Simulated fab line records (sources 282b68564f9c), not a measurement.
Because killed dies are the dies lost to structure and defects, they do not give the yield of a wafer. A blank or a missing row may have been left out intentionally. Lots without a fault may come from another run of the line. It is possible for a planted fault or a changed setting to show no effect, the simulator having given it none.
Struck lot and sound lot, side by side / flow rit_cmos / 15 out of 202 route steps
Sound: wafers L827.2, L827.3, L827.6. Struck: wafers L840.4, L840.6 (left out: L840.3, a lot-mate that was not struck); the cause follows at the end.
Each step with rows lists, per side, the tool, then ch with its chambers, then its first start. Under that, the readings that differ: sound wafers / struck wafers / difference of the means / sigmas: that difference in standard deviations of wafers without a fault.
alike: a reading whose means differ by less than 2 such deviations, as well as words and numbers matching on both sides. not compared: withheld readings; readings where some wafer has no value; bounds like >300 that might hide an equal value; numbers whose values overlap and for which the record gives no deviation.
The two part at a step that has a row with sigmas, a row that says differs or no value, or rows on one side only. Non-overlapping numbers with no deviation appear without sigmas and do not part them. A reading missing from all wafers of one side parts the sides only when that side holds two or more wafers.

RIT_M1_SPUTTER_00: material Al, target thk 400 nm, time 500 s.
  sound on pvd_sputter-03, day 4 09:31; struck on pvd_sputter-03, day 6 20:14
  alike: throttle_valve_pct
RIT_M1_RS_MEAS_01: a four-point-probe measurement.
  sound on film_metro-03, day 4 09:50; struck on film_metro-02, day 6 20:34
  alike: M1_AL_RS
RIT_M1_THK_MEAS_02: measures by xrf.
  sound on film_metro-03, day 4 09:57; struck on film_metro-02, day 6 20:40
  alike: M1_AL_THK
then, 6 steps without rows for these wafers: RIT_M1_HMDS_03 (prime time 60 s); RIT_M1_COAT_04 (resist thk 1300 nm); RIT_M1_SOFTBAKE_05 (time 60 s); RIT_M1_EXPOSE_06 (exposes mask M12, target cd 2600 nm); RIT_M1_PEB_07; RIT_M1_DEVELOP_08 (develop time 68 s).
RIT_M1_CD_MEAS_09: target cd 2600 nm.
  sound on cd_sem-01, day 4 11:01; struck on cd_sem-01, day 6 21:37
  alike: cd_nm
RIT_M1_OVL_MEAS_10:
  sound on overlay-02, day 4 11:08; struck on overlay-02, day 6 21:43
  alike: M1_OVL
then, 1 step without rows for these wafers: RIT_M1_HARDBAKE_11 (time 120 s).
RIT_M1_METAL_ETCH_12: etches Al in Cl2/BCl3, stops on SiO2, time 165 s, target depth 600 nm.
  sound on rie_metal-03 ch 0,1, day 4 11:35; struck on rie_metal-04 ch 0, day 6 22:02
reading=drypump_motor_current_A (A); sound=4.9 5.6 4.9; struck=5.9 5.9; difference=+0.8; sigmas=+2
reading=model.NOVOLAK_of_M1_COAT_04.thk_nm (nm); sound=799.3 826 801.1; struck=795.1 792.2; difference=-15.1; sigmas=
  alike: oes_product_au, throttle_valve_pct
  not compared: rf_hours_counter_h
then, 1 step without rows for these wafers: RIT_M1_STRIP_13 (strips in nmp, time 600 s).
RIT_M1_PROBE_99:
  sound on prober-02, day 4 13:53; struck on prober-01, day 7 00:53
  alike: defect_limited_yield, killed_at_contacts, killed_at_front_end, killed_dies, killed_open, killed_short, sort_bin_3_pad_short, sort_bin_5_function, sort_bin_6_memory, sort_n_pass, sort_yield_pct

== WHERE THEY PART ==
Within this record, at RIT_M1_METAL_ETCH_12 only. Later steps at which nothing parts them and some readings are alike: RIT_M1_PROBE_99.

WHY: what had been put in by the simulator
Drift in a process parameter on rie_metal-04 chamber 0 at RIT_M1_METAL_ETCH_12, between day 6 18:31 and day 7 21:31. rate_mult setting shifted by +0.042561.
